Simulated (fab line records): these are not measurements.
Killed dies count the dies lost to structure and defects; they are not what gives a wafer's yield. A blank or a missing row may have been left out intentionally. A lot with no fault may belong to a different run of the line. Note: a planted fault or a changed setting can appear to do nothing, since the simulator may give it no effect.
A lot that was struck, set against a sound lot + flow rit cmos + 43 steps out of a route of 202
Sound: the wafers L659.2, L659.3, L659.5. Wafers L678.2, L678.5, L678.6 were the ones struck. The cause is given at the end.
Order at every step that has rows: each side's tool, ch and its chambers, its first start. Under that, the readings that differ: sound wafers + struck wafers + difference of the means + sigmas: that difference in standard deviations of wafers without a fault.
alike: readings whose means differ by less than 2 such deviations, and words and numbers that are the same on both sides. not compared: withheld readings, readings that some wafer has no value for, bounds like >300 that may hide the same value, and numbers for which the record gives no deviation and whose values overlap.
Wherever a step has rows on one side only, a row that says differs or no value, or a row with sigmas, the two part there. Numbers that don't overlap but have no deviation are shown without sigmas and don't part them. A reading missing from all wafers of one side parts the sides only when that side holds two or more wafers.

first, 1 step without rows for these wafers: RIT_PRETRO_IMPLANT_08.
RIT_PRETRO_STRIP_09: strips in O2, time 180 s.
  sound on plasma asher-02 ch 0,1, day 2 16:17; struck on plasma asher-02 ch 0,1, day 6 12:55
  alike: drypump motor current A
  not compared: rf hours counter h
RIT_PRETRO_TW_MEAS_10:
  sound on film metro-02 at day 2 16:28; struck on film metro-01 at day 6 13:06
  alike: PRETRO_TW
then, 5 steps without rows for these wafers: RIT_GATE_WET_ETCH_00 (etches SiO2 in BOE, target depth 56 nm, time 60 s); RIT_GATE_CLEAN_01 (cleans in SC1, time 600 s); RIT_GATE_CLEAN_02 (cleans in dHF, time 30 s); RIT_GATE_CLEAN_03 (cleans in SC2, time 600 s); RIT_GATE_CLEAN_04 (cleans in dHF, time 60 s).
RIT_FOX2_THK_MEAS_91:
  sound on film metro-03 at day 2 16:56; struck on film metro-01 at day 6 13:36
  alike: FIELD_OXIDE_LEFT_2_THK
then, 2 steps without rows for these wafers: RIT_GATE_OXIDATION_05 (target thk 3 nm, ox time 270 s); RIT_GATE_ANNEAL_06 (time 600 s).
RIT_GATE_THK_MEAS_07:
  sound on film metro-03 at day 2 20:35; struck on film metro-02 at day 6 18:29
  alike: GATE_OXIDE_THK
RIT_GATE_CVD_08: deposits poly-Si from SiH4, target thk 250 nm, time 2220 s.
  sound on lpcvd-01 ch 1, day 2 20:38; struck on lpcvd-02 ch 1, day 6 19:23
| reading                                  | sound             | struck          | difference | sigmas |
|------------------------------------------|-------------------|-----------------|------------|--------|
| model.poly-Si_of_GATE_CVD_08.thk nm (nm) | 248.1 248.7 246.8 | 167.4 167 167.7 | -80.5      |        |
  alike: spike tc centre C
RIT_GATE_THK_MEAS_09:
  sound on film metro-02 at day 2 22:16; struck on film metro-02 at day 6 21:14
| reading            | sound             | struck            | difference | sigmas |
|--------------------|-------------------|-------------------|------------|--------|
| GATE_POLY_THK (nm) | 248.1 248.9 247.0 | 167.5 167.0 167.7 | -80.6      | -31    |
  not compared: hold
then, 5 steps without rows for these wafers: RIT_GATE_COAT_11 (resist thk 850 nm); RIT_GATE_SOFTBAKE_12 (time 60 s); RIT_GATE_EXPOSE_13 (exposes mask M6, target cd 150 nm); RIT_GATE_PEB_14; RIT_GATE_DEVELOP_15 (develop time 50 s).
RIT_GATE_CD_MEAS_16 targets a cd of 150 nm.
  sound on cd sem-01 at day 2 23:19; struck on cd sem-01 at day 7 01:25
  alike: cd nm
RIT_GATE_OVL_MEAS_17:
  sound on overlay-01 at day 2 23:25; struck on overlay-02 at day 7 01:31
  alike: GATE_OVL
then, 1 step without rows for these wafers: RIT_GATE_HARDBAKE_18 (time 60 s).
RIT_GATE_ETCH_19: etches poly-Si in SF6/CHF3/O2, stops on SiO2, time 165 s, target depth 312.5 nm.
  sound on rie si-02 ch 0,2,3, day 2 23:43; struck on rie si-01 ch 0,1,3, day 7 01:42
| reading                          | sound             | struck            | difference | sigmas |
|----------------------------------|-------------------|-------------------|------------|--------|
| oes product au (a.u.)            | 0.861 0.870 0.871 | 0.674 0.647 0.648 | -0.211     | -15    |
| model.etch.depth nm (nm)         | 248.1 248.7 246.8 | 167.4 167 167.7   | -80.5      |        |
| model.GATE.feature depth nm (nm) | 248.1 248.7 246.8 | 167.4 167 167.7   | -80.5      |        |
  alike: drypump motor current A, throttle valve pct
  not compared: rf hours counter h
RIT_GATE_STRIP_20: strips in O2, time 180 s.
  sound on plasma asher-04 ch 0, day 2 23:49; struck on plasma asher-03 ch 0,1, day 7 01:49
  alike: drypump motor current A
  not compared: rf hours counter h
RIT_GATE_CD_MEAS_90 targets a cd of 150 nm.
  sound on cd sem-01 at day 3 00:01; struck on cd sem-02 at day 7 02:00
  alike: cd nm
then, 4 steps without rows for these wafers: RIT_REOX_CLEAN_00 (cleans in SC1, time 600 s); RIT_REOX_CLEAN_01 (cleans in dHF, time 30 s); RIT_REOX_CLEAN_02 (cleans in SC2, time 600 s); RIT_REOX_OXIDATION_03 (target thk 25.2 nm, ox time 5580 s).
RIT_REOX_THK_MEAS_04:
  sound on film metro-04 at day 3 03:10; struck on film metro-04 at day 7 05:43
  alike: REOX_OXIDE_THK
then, 6 steps without rows for these wafers: RIT_NLDD_HMDS_00 (prime time 60 s); RIT_NLDD_COAT_01 (resist thk 1000 nm); RIT_NLDD_SOFTBAKE_02 (time 60 s); RIT_NLDD_EXPOSE_03 (exposes mask M7, target cd 40700 nm); RIT_NLDD_PEB_04; RIT_NLDD_DEVELOP_05 (develop time 50 s).
RIT_NLDD_OVL_MEAS_06:
  sound on overlay-02 at day 3 04:04; struck on overlay-02 at day 7 06:52
  alike: NLDD_OVL
then, 2 steps without rows for these wafers: RIT_NLDD_HARDBAKE_07 (time 60 s); RIT_NLDD_IMPLANT_08.
RIT_NLDD_STRIP_09: strips in O2, time 180 s.
  sound on plasma asher-04 ch 0, day 3 04:24; struck on plasma asher-02 ch 0,1, day 7 07:23
  alike: drypump motor current A
  not compared: rf hours counter h
RIT_NLDD_TW_MEAS_10:
  sound on film metro-01 at day 3 04:35; struck on film metro-01 at day 7 07:35
  alike: NLDD_TW
RIT_SDANNEAL_CLEAN_02: cleans in SC2, time 600 s.
  sound on wet bench-03 ch 1, day 3 12:04; struck on wet bench-01 ch 0, day 7 16:49
| reading                                  | sound             | struck           | difference | sigmas |
|------------------------------------------|-------------------|------------------|------------|--------|
| model.poly-Si_of_GATE_CVD_08.thk nm (nm) | 163.3 160.8 159.5 | 83.15 81.42 83.7 | -78.44     |        |
RIT_M1_PROBE_99:
  record: rows for the struck wafers here (prober-02, day 8 00:39), none for the sound ones

WHERE THEY PART
First at RIT_GATE_THK_MEAS_09; last, within this record, at RIT_M1_PROBE_99.

WHY: the cause the simulator had injected
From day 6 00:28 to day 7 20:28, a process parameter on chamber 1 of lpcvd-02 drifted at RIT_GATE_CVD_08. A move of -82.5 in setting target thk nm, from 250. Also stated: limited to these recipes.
